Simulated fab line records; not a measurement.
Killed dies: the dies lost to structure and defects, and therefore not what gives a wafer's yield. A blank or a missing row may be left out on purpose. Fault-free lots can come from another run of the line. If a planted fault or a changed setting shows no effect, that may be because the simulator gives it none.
fab line records || flow ritCmos
record {"lots": 14, "wafers": 42, "lastDay": 7}
route steps=202 shown CONTACT@173 M1@202
lots that met no fault: taken from a fault-free run of the same line
startH: start of the lot's first displayed wafer, in hours after the record's first day || waitH: hours since the lot's step before || " same as the row above || L1.1+2: a single row standing in for several wafers || - value missing, or start not given || * or withheld: withheld || < > ~ a bound
route shown NAME@n: names a module that has steps shown in the file, with the first one's number in the route || usual: the fault-free wafers' mean and standard deviation || same: alike in all rows || chamber/n: place in a boat || sites: each site's reading || _std_site: the standard deviation of these || _edge_site: outer sites' mean less inner sites' || radiusMm: for every site, how far away it sits from the centre of the wafer || mask NAME#n: copy n || behind: the tool/chamber that last shaped the wafer || hold: why the lot was held/for how many hours/how that ended || device: whichever transistor did not switch (one of n, p or np) || end of line: tests run on the same wafers once the route is complete || where a step has no rows: the recipe by itself || killed: dies that structure and defects cost at the first sort, which is not the same as the wafer's yield || map: the dies of a wafer, with x for killed, . for not killed, _ for no die there
set.NAME: the setting as run; set.NAME@STEP: as run at that earlier step || model.NAME: the simulator's own value behind a step, which no gauge read
the route's steps for a sample of lots (tables are steps, rows are wafers)
services: the hour from which a tool's chamber was out of use, counted from the record's first day as startH (under 0 if before that day), plus the number of hours and why
## steps
# step RIT_CONTACT_EXPOSE_05
# recipe {"maskId": "M11", "na": 0.6, "sourceShape": "conventional", "sigmaOuter": 0.5, "targetCdNm": 1000, "doseMj": 250}
# usual {"exposureDoseMJCm2": "249.87/0.24"}
{"lot.wafer": "L232.1", "tool": "ilineStepper-02", "chamber": 0, "startH": 53.06, "waitH": 0.1, "mask": "M11#0", "exposureDoseMJCm2": 249.74}
{"lot.wafer": "L232.2", "tool": "ilineStepper-02", "chamber": 0, "startH": 53.06, "waitH": 0.1, "mask": "M11#0", "exposureDoseMJCm2": 249.68}
{"lot.wafer": "L232.6", "tool": "ilineStepper-02", "chamber": 0, "startH": 53.06, "waitH": 0.1, "mask": "M11#0", "exposureDoseMJCm2": 249.69}
{"lot.wafer": "L234.3", "tool": "ilineStepper-02", "chamber": 0, "startH": 60.50, "waitH": 0.1, "mask": "M11#0", "exposureDoseMJCm2": 250.11}
{"lot.wafer": "L234.4", "tool": "ilineStepper-02", "chamber": 0, "startH": 60.50, "waitH": 0.1, "mask": "M11#0", "exposureDoseMJCm2": 249.84}
{"lot.wafer": "L234.5", "tool": "ilineStepper-02", "chamber": 0, "startH": 60.50, "waitH": 0.1, "mask": "M11#0", "exposureDoseMJCm2": 250.17}
{"lot.wafer": "L235.1", "tool": "ilineStepper-02", "chamber": 0, "startH": 67.79, "waitH": 0.1, "mask": "M11#0", "exposureDoseMJCm2": 249.89}
{"lot.wafer": "L235.3", "tool": "ilineStepper-02", "chamber": 0, "startH": 67.79, "waitH": 0.1, "mask": "M11#0", "exposureDoseMJCm2": 249.84}
{"lot.wafer": "L235.4", "tool": "ilineStepper-02", "chamber": 0, "startH": 67.79, "waitH": 0.1, "mask": "M11#0", "exposureDoseMJCm2": 249.78}
{"lot.wafer": "L236.1", "tool": "ilineStepper-01", "chamber": 0, "startH": 75.41, "waitH": 0.2, "mask": "M11#0", "exposureDoseMJCm2": 250.34}
{"lot.wafer": "L236.4", "tool": "ilineStepper-01", "chamber": 0, "startH": 75.41, "waitH": 0.2, "mask": "M11#0", "exposureDoseMJCm2": 250.14}
{"lot.wafer": "L236.5", "tool": "ilineStepper-01", "chamber": 0, "startH": 75.41, "waitH": 0.2, "mask": "M11#0", "exposureDoseMJCm2": 249.58}
{"lot.wafer": "L237.2", "tool": "ilineStepper-01", "chamber": 0, "startH": 78.11, "waitH": 0.1, "mask": "M11#0", "exposureDoseMJCm2": 249.90}
{"lot.wafer": "L237.4", "tool": "ilineStepper-01", "chamber": 0, "startH": 78.11, "waitH": 0.1, "mask": "M11#0", "exposureDoseMJCm2": 249.95}
{"lot.wafer": "L237.5", "tool": "ilineStepper-01", "chamber": 0, "startH": 78.11, "waitH": 0.1, "mask": "M11#0", "exposureDoseMJCm2": 249.99}
{"lot.wafer": "L239.1", "tool": "ilineStepper-02", "chamber": 0, "startH": 87.03, "waitH": 0.2, "mask": "M11#0", "exposureDoseMJCm2": 249.52}
{"lot.wafer": "L239.3", "tool": "ilineStepper-02", "chamber": 0, "startH": 87.03, "waitH": 0.2, "mask": "M11#0", "exposureDoseMJCm2": 249.85}
{"lot.wafer": "L239.5", "tool": "ilineStepper-02", "chamber": 0, "startH": 87.03, "waitH": 0.2, "mask": "M11#0", "exposureDoseMJCm2": 249.79}
{"lot.wafer": "L240.1", "tool": "ilineStepper-01", "chamber": 0, "startH": 97.74, "waitH": 0.2, "mask": "M11#0", "exposureDoseMJCm2": 249.82}
{"lot.wafer": "L240.3", "tool": "ilineStepper-01", "chamber": 0, "startH": 97.74, "waitH": 0.2, "mask": "M11#0", "exposureDoseMJCm2": 249.74}
{"lot.wafer": "L240.6", "tool": "ilineStepper-01", "chamber": 0, "startH": 97.74, "waitH": 0.2, "mask": "M11#0", "exposureDoseMJCm2": 249.59}
{"lot.wafer": "L241.1", "tool": "ilineStepper-02", "chamber": 0, "startH": 105.73, "waitH": 0.2, "mask": "M11#0", "exposureDoseMJCm2": 249.80}
{"lot.wafer": "L241.4", "tool": "ilineStepper-02", "chamber": 0, "startH": 105.73, "waitH": 0.2, "mask": "M11#0", "exposureDoseMJCm2": 250.31}
{"lot.wafer": "L241.6", "tool": "ilineStepper-02", "chamber": 0, "startH": 105.73, "waitH": 0.2, "mask": "M11#0", "exposureDoseMJCm2": 249.92}
{"lot.wafer": "L243.4", "tool": "ilineStepper-02", "chamber": 0, "startH": 113.39, "waitH": 0.1, "mask": "M11#0", "exposureDoseMJCm2": 249.96}
{"lot.wafer": "L243.5", "tool": "ilineStepper-02", "chamber": 0, "startH": 113.39, "waitH": 0.1, "mask": "M11#0", "exposureDoseMJCm2": 250.35}
{"lot.wafer": "L243.6", "tool": "ilineStepper-02", "chamber": 0, "startH": 113.39, "waitH": 0.1, "mask": "M11#0", "exposureDoseMJCm2": 250.25}
{"lot.wafer": "L244.2", "tool": "ilineStepper-02", "chamber": 0, "startH": 113.80, "waitH": 0.1, "mask": "M11#0", "exposureDoseMJCm2": 250.10}
{"lot.wafer": "L244.3", "tool": "ilineStepper-02", "chamber": 0, "startH": 113.80, "waitH": 0.1, "mask": "M11#0", "exposureDoseMJCm2": 249.91}
{"lot.wafer": "L244.4", "tool": "ilineStepper-02", "chamber": 0, "startH": 113.80, "waitH": 0.1, "mask": "M11#0", "exposureDoseMJCm2": 249.98}
{"lot.wafer": "L247.1", "tool": "ilineStepper-01", "chamber": 0, "startH": 130.91, "waitH": 0.2, "mask": "M11#0", "exposureDoseMJCm2": 249.94}
{"lot.wafer": "L247.4", "tool": "ilineStepper-01", "chamber": 0, "startH": 130.91, "waitH": 0.2, "mask": "M11#0", "exposureDoseMJCm2": 249.88}
{"lot.wafer": "L247.5", "tool": "ilineStepper-01", "chamber": 0, "startH": 130.91, "waitH": 0.2, "mask": "M11#0", "exposureDoseMJCm2": 249.70}
{"lot.wafer": "L250.1", "tool": "ilineStepper-01", "chamber": 0, "startH": 142.52, "waitH": 0.2, "mask": "M11#0", "exposureDoseMJCm2": 249.74}
{"lot.wafer": "L250.3", "tool": "ilineStepper-01", "chamber": 0, "startH": 142.52, "waitH": 0.2, "mask": "M11#0", "exposureDoseMJCm2": 249.43}
{"lot.wafer": "L250.5", "tool": "ilineStepper-01", "chamber": 0, "startH": 142.52, "waitH": 0.2, "mask": "M11#0", "exposureDoseMJCm2": 249.98}
{"lot.wafer": "L251.1", "tool": "ilineStepper-01", "chamber": 0, "startH": 146.96, "waitH": 0.1, "mask": "M11#0", "exposureDoseMJCm2": 250.12}
{"lot.wafer": "L251.4", "tool": "ilineStepper-01", "chamber": 0, "startH": 146.96, "waitH": 0.1, "mask": "M11#0", "exposureDoseMJCm2": 250.16}
{"lot.wafer": "L251.5", "tool": "ilineStepper-01", "chamber": 0, "startH": 146.96, "waitH": 0.1, "mask": "M11#0", "exposureDoseMJCm2": 250.27}
{"lot.wafer": "L253.1", "tool": "ilineStepper-02", "chamber": 0, "startH": 156.22, "waitH": 0.1, "mask": "M11#0", "exposureDoseMJCm2": 250.00}
{"lot.wafer": "L253.2", "tool": "ilineStepper-02", "chamber": 0, "startH": 156.22, "waitH": 0.1, "mask": "M11#0", "exposureDoseMJCm2": 249.91}
{"lot.wafer": "L253.5", "tool": "ilineStepper-02", "chamber": 0, "startH": 156.22, "waitH": 0.1, "mask": "M11#0", "exposureDoseMJCm2": 250.22}
# step RIT_CONTACT_OVL_MEAS_09
# usual {"CONTACT_OVL": "-0.7/1.3"}
{"lot.wafer": "L232.1", "tool": "overlay-02", "chamber": "-", "startH": 53.70, "waitH": 0.1, "CONTACT_OVL[nm]": -2.4}
{"lot.wafer": "L232.2", "tool": "overlay-02", "chamber": "-", "startH": 53.70, "waitH": 0.1, "CONTACT_OVL[nm]": 2.3}
{"lot.wafer": "L232.6", "tool": "overlay-02", "chamber": "-", "startH": 53.70, "waitH": 0.1, "CONTACT_OVL[nm]": 2.6}
{"lot.wafer": "L234.3", "tool": "overlay-01", "chamber": "-", "startH": 61.11, "waitH": 0.1, "CONTACT_OVL[nm]": -0.2}
{"lot.wafer": "L234.4", "tool": "overlay-01", "chamber": "-", "startH": 61.11, "waitH": 0.1, "CONTACT_OVL[nm]": -2.5}
{"lot.wafer": "L234.5", "tool": "overlay-01", "chamber": "-", "startH": 61.11, "waitH": 0.1, "CONTACT_OVL[nm]": -1.2}
{"lot.wafer": "L235.1", "tool": "overlay-01", "chamber": "-", "startH": 68.43, "waitH": 0.1, "CONTACT_OVL[nm]": -2.8}
{"lot.wafer": "L235.3", "tool": "overlay-01", "chamber": "-", "startH": 68.43, "waitH": 0.1, "CONTACT_OVL[nm]": -2.0}
{"lot.wafer": "L235.4", "tool": "overlay-01", "chamber": "-", "startH": 68.43, "waitH": 0.1, "CONTACT_OVL[nm]": -1.8}
{"lot.wafer": "L236.1", "tool": "overlay-01", "chamber": "-", "startH": 76.05, "waitH": 0.1, "CONTACT_OVL[nm]": -0.5}
{"lot.wafer": "L236.4", "tool": "overlay-01", "chamber": "-", "startH": 76.05, "waitH": 0.1, "CONTACT_OVL[nm]": 0.2}
{"lot.wafer": "L236.5", "tool": "overlay-01", "chamber": "-", "startH": 76.05, "waitH": 0.1, "CONTACT_OVL[nm]": -1.1}
{"lot.wafer": "L237.2", "tool": "overlay-01", "chamber": "-", "startH": 78.73, "waitH": 0.1, "CONTACT_OVL[nm]": -0.7}
{"lot.wafer": "L237.4", "tool": "overlay-01", "chamber": "-", "startH": 78.73, "waitH": 0.1, "CONTACT_OVL[nm]": -3.0}
{"lot.wafer": "L237.5", "tool": "overlay-01", "chamber": "-", "startH": 78.73, "waitH": 0.1, "CONTACT_OVL[nm]": -1.4}
{"lot.wafer": "L239.1", "tool": "overlay-02", "chamber": "-", "startH": 87.68, "waitH": 0.1, "CONTACT_OVL[nm]": -1.7}
{"lot.wafer": "L239.3", "tool": "overlay-02", "chamber": "-", "startH": 87.68, "waitH": 0.1, "CONTACT_OVL[nm]": -1.4}
{"lot.wafer": "L239.5", "tool": "overlay-02", "chamber": "-", "startH": 87.68, "waitH": 0.1, "CONTACT_OVL[nm]": -0.9}
{"lot.wafer": "L240.1", "tool": "overlay-01", "chamber": "-", "startH": 98.38, "waitH": 0.1, "CONTACT_OVL[nm]": -0.7}
{"lot.wafer": "L240.3", "tool": "overlay-01", "chamber": "-", "startH": 98.38, "waitH": 0.1, "CONTACT_OVL[nm]": 0.1}
{"lot.wafer": "L240.6", "tool": "overlay-01", "chamber": "-", "startH": 98.38, "waitH": 0.1, "CONTACT_OVL[nm]": 1.7}
{"lot.wafer": "L241.1", "tool": "overlay-02", "chamber": "-", "startH": 106.36, "waitH": 0.1, "CONTACT_OVL[nm]": 1.9}
{"lot.wafer": "L241.4", "tool": "overlay-02", "chamber": "-", "startH": 106.36, "waitH": 0.1, "CONTACT_OVL[nm]": -0.4}
{"lot.wafer": "L241.6", "tool": "overlay-02", "chamber": "-", "startH": 106.36, "waitH": 0.1, "CONTACT_OVL[nm]": 2.0}
{"lot.wafer": "L243.4", "tool": "overlay-02", "chamber": "-", "startH": 113.98, "waitH": 0.1, "CONTACT_OVL[nm]": 1.3}
{"lot.wafer": "L243.5", "tool": "overlay-02", "chamber": "-", "startH": 113.98, "waitH": 0.1, "CONTACT_OVL[nm]": -0.6}
{"lot.wafer": "L243.6", "tool": "overlay-02", "chamber": "-", "startH": 113.98, "waitH": 0.1, "CONTACT_OVL[nm]": 0.1}
{"lot.wafer": "L244.2", "tool": "overlay-01", "chamber": "-", "startH": 114.42, "waitH": 0.1, "CONTACT_OVL[nm]": -1.6}
{"lot.wafer": "L244.3", "tool": "overlay-01", "chamber": "-", "startH": 114.42, "waitH": 0.1, "CONTACT_OVL[nm]": -0.4}
{"lot.wafer": "L244.4", "tool": "overlay-01", "chamber": "-", "startH": 114.42, "waitH": 0.1, "CONTACT_OVL[nm]": -1.9}
{"lot.wafer": "L247.1", "tool": "overlay-02", "chamber": "-", "startH": 131.54, "waitH": 0.1, "CONTACT_OVL[nm]": -1.7}
{"lot.wafer": "L247.4", "tool": "overlay-02", "chamber": "-", "startH": 131.54, "waitH": 0.1, "CONTACT_OVL[nm]": -0.7}
{"lot.wafer": "L247.5", "tool": "overlay-02", "chamber": "-", "startH": 131.54, "waitH": 0.1, "CONTACT_OVL[nm]": -2.5}
{"lot.wafer": "L250.1", "tool": "overlay-01", "chamber": "-", "startH": 143.16, "waitH": 0.1, "CONTACT_OVL[nm]": 240.1}
{"lot.wafer": "L250.3", "tool": "overlay-01", "chamber": "-", "startH": 143.16, "waitH": 0.1, "CONTACT_OVL[nm]": 238.5}
{"lot.wafer": "L250.5", "tool": "overlay-01", "chamber": "-", "startH": 143.16, "waitH": 0.1, "CONTACT_OVL[nm]": 238.9}
{"lot.wafer": "L251.1", "tool": "overlay-02", "chamber": "-", "startH": 147.78, "waitH": 0.1, "CONTACT_OVL[nm]": 240.5}
{"lot.wafer": "L251.4", "tool": "overlay-02", "chamber": "-", "startH": 147.78, "waitH": 0.1, "CONTACT_OVL[nm]": 239.0}
{"lot.wafer": "L251.5", "tool": "overlay-02", "chamber": "-", "startH": 147.78, "waitH": 0.1, "CONTACT_OVL[nm]": 239.0}
{"lot.wafer": "L253.1", "tool": "overlay-01", "chamber": "-", "startH": 156.85, "waitH": 0.1, "CONTACT_OVL[nm]": -2.2}
{"lot.wafer": "L253.2", "tool": "overlay-01", "chamber": "-", "startH": 156.85, "waitH": 0.1, "CONTACT_OVL[nm]": -1.2}
{"lot.wafer": "L253.5", "tool": "overlay-01", "chamber": "-", "startH": 156.85, "waitH": 0.1, "CONTACT_OVL[nm]": -4.5}
# step RIT_M1_PROBE_99
# usual {"killedAtContacts": "0.1/0.27", "killedAtFrontEnd": "7/3", "killedDies": "7.0/3", "killedOpen": "3.5/2.1", "killedShort": "3.4/1.9"}
# same {"grossDies": 264, "killed_at_M0_to_M3": 0, "killed_at_M4_up": 0, "killedAtBackSide": 0, "killedAtOther": 0}
{"lot.wafer": "L243.4", "tool": "prober-02", "chamber": "-", "startH": 119.55, "waitH": 0.2, "killedAtContacts": 0, "killedAtFrontEnd": 2, "killedDies": 2, "killedOpen": 2, "killedShort": 0}
{"lot.wafer": "L243.5", "tool": "prober-02", "chamber": "-", "startH": 119.60, "waitH": 0.2, "killedAtContacts": 0, "killedAtFrontEnd": 2, "killedDies": 2, "killedOpen": 2, "killedShort": 0}
{"lot.wafer": "L247.1", "tool": "prober-02", "chamber": "-", "startH": 136.67, "waitH": 0.1, "killedAtContacts": 0, "killedAtFrontEnd": 7, "killedDies": 7, "killedOpen": 3, "killedShort": 4}
{"lot.wafer": "L247.4", "tool": "prober-02", "chamber": "-", "startH": 136.82, "waitH": 0.2, "killedAtContacts": 0, "killedAtFrontEnd": 7, "killedDies": 7, "killedOpen": 4, "killedShort": 3}
{"lot.wafer": "L247.5", "tool": "prober-02", "chamber": "-", "startH": 136.87, "waitH": 0.2, "killedAtContacts": 0, "killedAtFrontEnd": 6, "killedDies": 6, "killedOpen": 4, "killedShort": 2}
# killed by level:class
L243.4 FOX1:geometricParticle:open=1 REOX:geometricParticle:open=1
L243.5 GATE:geometricParticle:open=1 SILICIDE:geometricParticle:open=1
L247.1 FOX1:geometricParticle:open=2 GATE:geometricParticle:short=2 GATE:geometricParticle:open=1 REOX:geometricParticle:short=1 SILICIDE:geometricParticle:short=1
L247.4 FOX1:geometricParticle:open=2 GATE:geometricParticle:open=2 SPACER:geometricParticle:short=2 FOX1:geometricParticle:short=1
L247.5 FOX1:geometricParticle:short=1 FOX1:geometricParticle:open=1 GATE:geometricParticle:short=1 GATE:geometricParticle:open=1 SPACER:geometricParticle:open=1 SILICIDE:geometricParticle:open=1
## services
{"tool": "ilineStepper-01", "chamber": "-", "startH": 37.26, "hours": 26.9, "kind": "repair"}
{"tool": "ilineStepper-01", "chamber": "-", "startH": 64.20, "hours": 1.7, "kind": "pm"}
{"tool": "ilineStepper-01", "chamber": 0, "startH": 69.91, "hours": "-", "kind": "calibration"}
{"tool": "ilineStepper-01", "chamber": "-", "startH": 105.50, "hours": 5.6, "kind": "repair"}
## key
firstSign {"step": "RIT_CONTACT_OVL_MEAS_09", "reading": "CONTACT_OVL", "direction": "up", "sigmas": "99+", "usual": -0.7, "struck": 239.3}
effect none on later readings
metAt RIT_CONTACT_EXPOSE_05
struckLots L250,L251
testerLeftOut L250,L251
onsetBetween 130.91 142.52
fault {"kind": "scannerMatchingOverlay", "tool": "ilineStepper-01", "chamber": "-", "onsetH": 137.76, "steps": "RIT_CONTACT_EXPOSE_05", "offset": 240}
# testerLeftOut: of these lots the tester's yield and bins aren't shown, on N5 and GAA mostly nor the transistor test; their killed dies are dies lost to structure and defects alone, not to doping, threshold or leakage, so they don't give the yield
